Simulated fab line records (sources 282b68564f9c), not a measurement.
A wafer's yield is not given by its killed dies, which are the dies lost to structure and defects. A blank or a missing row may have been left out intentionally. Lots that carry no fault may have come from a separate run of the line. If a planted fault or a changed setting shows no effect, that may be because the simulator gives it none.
A struck lot beside a sound one    flow rit-cmos    14 out of 202 route steps
Sound: wafers L920.1, L920.3, L920.6. Wafers L929.1, L929.3, L929.5 were the ones struck. At the end, the cause is stated.
Per side, at each step with rows, come the tool, then ch with its chambers, and then its first start. Under that, the readings that differ: sound wafers    struck wafers    difference of the means    sigmas: that difference in standard deviations of wafers without a fault.
alike: readings with means less than 2 such deviations apart, plus words and numbers identical on both sides. not compared: withheld readings, readings lacking a value on some wafer, bounds such as >300 that could conceal the same value, and numbers that have no deviation in the record and whose values overlap.
Wherever a step has rows on one side only, a row that says differs or no value, or a row with sigmas, the two part there. When numbers do not overlap yet have no deviation, they are printed without sigmas and do not part them. Lack of a reading on every wafer of one side parts them only where that side has two or more wafers.

first, 3 steps without rows for these wafers: RIT_NRETRO_EXPOSE_03 (exposes mask M4, target cd 43900 nm); RIT_NRETRO_PEB_04; RIT_NRETRO_DEVELOP_05 (develop time 68 s).
RIT_NRETRO_OVL_MEAS_06:
  sound on overlay-02, day 2 16:58; struck on overlay-02, day 4 13:53
  alike: NRETRO_OVL
then, 2 steps without rows for these wafers: RIT_NRETRO_HARDBAKE_07 (time 120 s); RIT_NRETRO_IMPLANT_08.
RIT_NRETRO_STRIP_09: strips in O2, time 180 s.
  sound on plasma-asher-02 ch 0,1, day 2 17:24; struck on plasma-asher-03 ch 0,1, day 4 14:19
  alike: chamber-pressure-mTorr, drypump-motor-current-A, o2-flow-sccm, rf-refl-power-W
  not compared: rf-hours-counter-h
RIT_NRETRO_TW_MEAS_10:
  sound on film-metro-04, day 2 17:34; struck on film-metro-03, day 4 14:29
reading    sound           struck          difference  sigmas
NRETRO_TW  1053 1049 1051  1066 1073 1077  +21         +3
then, 4 steps without rows for these wafers: RIT_PRETRO_HMDS_00 (prime time 60 s); RIT_PRETRO_COAT_01 (resist thk 1300 nm); RIT_PRETRO_SOFTBAKE_02 (time 60 s); RIT_PRETRO_EXPOSE_03 (exposes mask M5, target cd 43700 nm).
RIT_PRETRO_PEB_04:
  sound on litho-track-03 ch 0, day 2 18:12; struck on litho-track-04, day 4 15:14
reading          sound           struck  difference                     sigmas
exhaust-pa (Pa)  45.4 45.7 45.4  - - -   no value on the struck wafers  
  not compared: chill-plate-temp-C, resist-line-temp-C
then, 1 step without rows for these wafers: RIT_PRETRO_DEVELOP_05 (develop time 68 s).

WHERE THEY PART
At RIT_NRETRO_TW_MEAS_10 first; at RIT_PRETRO_PEB_04 last (within this record only).

WHY: the cause the simulator had injected
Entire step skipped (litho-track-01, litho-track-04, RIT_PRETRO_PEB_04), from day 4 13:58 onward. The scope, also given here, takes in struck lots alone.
